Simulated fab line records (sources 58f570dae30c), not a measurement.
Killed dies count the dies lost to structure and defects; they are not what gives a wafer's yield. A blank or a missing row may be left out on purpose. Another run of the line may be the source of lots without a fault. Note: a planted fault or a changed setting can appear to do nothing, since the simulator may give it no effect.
Which of the tools did it? + flow berkeleyCmos170 + Sampling: 14 lots, 42 wafers, 2 of 331 route steps

WHAT THE GAUGES SHOWED, per wafer
UCB170_NSD_CD_MEAS_06 targets a cd of 1200 nm.
| lot  | measured     | on       | cdNm (nm)            |
|------|--------------|----------|----------------------|
| L797 | day 7 00:29  | cdSem-02 | 1198.9 1200.6 1199.3 |
| L798 | day 7 00:40  | cdSem-02 | 1202.0 1200.8 1200.1 |
| L800 | day 7 00:49  | cdSem-01 | 1200.1 1201.2 1200.3 |
| L799 | day 7 00:55  | cdSem-02 | 1201.8 1200.5 1201.1 |
| L801 | day 7 11:10  | cdSem-02 | 1198.0 1197.5 1198.8 |
| L811 | day 9 04:15  | cdSem-02 | 1236.8 1237.2 1237.5 |
| L808 | day 9 04:42  | cdSem-02 | 1199.4 1199.5 1199.2 |
| L810 | day 9 04:58  | cdSem-02 | 1230.8 1230.4 1231.4 |
| L812 | day 9 14:01  | cdSem-02 | 1196.8 1196.9 1197.6 |
| L813 | day 10 07:14 | cdSem-01 | 1199.7 1199.7 1199.6 |
| L816 | day 10 16:41 | cdSem-01 | 1200.8 1202.0 1200.8 |
| L817 | day 10 16:48 | cdSem-02 | 1199.9 1201.0 1201.2 |
| L814 | day 10 17:32 | cdSem-01 | 1203.1 1203.1 1202.8 |
| L815 | day 10 19:03 | cdSem-01 | 1199.3 1199.4 1199.1 |

WHICH TOOL RAN EACH LOT (tool, then ch and the chambers of the sampled wafers, then the start)
| lot  | UCB170_NSD_EXPOSE_03             |
|------|----------------------------------|
| L797 | krfScanner-01 ch 0, day 6 23:03  |
| L798 | krfScanner-01 ch 0, day 6 23:20  |
| L800 | krfScanner-01 ch 0, day 6 23:31  |
| L799 | krfScanner-01 ch 0, day 6 23:46  |
| L801 | krfScanner-01 ch 0, day 7 10:42  |
| L811 | krfScanner-02 ch 0, day 9 03:39  |
| L808 | krfScanner-01 ch 0, day 9 04:00  |
| L810 | krfScanner-02 ch 0, day 9 04:17  |
| L812 | krfScanner-01 ch 0, day 9 13:03  |
| L813 | krfScanner-01 ch 0, day 10 06:25 |
| L816 | krfScanner-01 ch 0, day 10 15:26 |
| L817 | krfScanner-01 ch 0, day 10 15:34 |
| L814 | krfScanner-01 ch 0, day 10 16:13 |
| L815 | krfScanner-01 ch 0, day 10 18:14 |
- UCB170_NSD_EXPOSE_03: exposes mask NSELECT MOD, target cd 1200 nm.

AS READ BY THE TOOLS THEMSELVES (means over the sampled wafers that have a number; for cases with no such wafer, the mark the record gives instead)
UCB170_NSD_EXPOSE_03.
| lot  | tool          | exposureDoseMJCm2 | focusOffsetNm (nm) |
|------|---------------|-------------------|--------------------|
| L797 | krfScanner-01 | 30.032            | 0.3                |
| L798 | krfScanner-01 | 29.977            | 0.3                |
| L800 | krfScanner-01 | 29.998            | -0.3               |
| L799 | krfScanner-01 | 30.008            | 0.1                |
| L801 | krfScanner-01 | 30.003            | -0.1               |
| L811 | krfScanner-02 | 36.873            | 0.3                |
| L808 | krfScanner-01 | 29.993            | -0.1               |
| L810 | krfScanner-02 | 35.527            | -1.0               |
| L812 | krfScanner-01 | 29.975            | -0.3               |
| L813 | krfScanner-01 | 30.008            | 0.1                |
| L816 | krfScanner-01 | 30.039            | 0.1                |
| L817 | krfScanner-01 | 29.957            | -0.5               |
| L814 | krfScanner-01 | 29.980            | -0.1               |
| L815 | krfScanner-01 | 30.016            | 0.3                |

THE ANSWER, worked out from the rows above alone
Rule: usual is defined by the lots themselves. Put in order of their means at a reading, lots are off if they are a third of the lots or fewer, leave a main group of 4 or more, and stand apart from it by a gap of 3 or more times the standard deviation of the main group's means; of several such gaps the widest counts. If all means in a main group match to the digits the tables above print for the reading, that group is not used. Also off: a lot with no number at a reading for which 4 or more lots have one. The other lots that the step has rows for count as sound. First the gauges in route order, then the tools' own readings, where a lot's mean is used as printed above. At the first step where some lot is off, the reading lying furthest off is the one used; lots without a number count as furthest.
Off at UCB170_NSD_CD_MEAS_06 (cdNm): L811, L810. The main group: mean 1200.1 nm, standard deviation 1.5.
A tool fits if, at a process step before that reading, it ran every lot that is off, and no sound lot after the first of them. The gauges at UCB170_NSD_CD_MEAS_06 aren't tried: what is off there is off at UCB170_NSD_EXPOSE_03 too, on other tools, and a gauge's error can't cause that. One fits: UCB170_NSD_EXPOSE_03 on krfScanner-02. It ran no sound lot before its first lot that is off in this sample, so the start can't be narrowed down.
The tool's own readings at UCB170_NSD_EXPOSE_03 bear it out: on the lots that are off they differ by more than 5 times the standard deviation of the sound lots' means. exposureDoseMJCm2 reads 36.200 there against 29.999 on the sound lots.

WHAT HAD BEEN PUT IN BY THE SIMULATOR
Process parameter drift: krfScanner-02, from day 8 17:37 on, at UCB170_NSD_EXPOSE_03. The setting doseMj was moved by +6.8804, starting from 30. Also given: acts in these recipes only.
Struck lots among those shown: L811, L810. The rule above found the same.
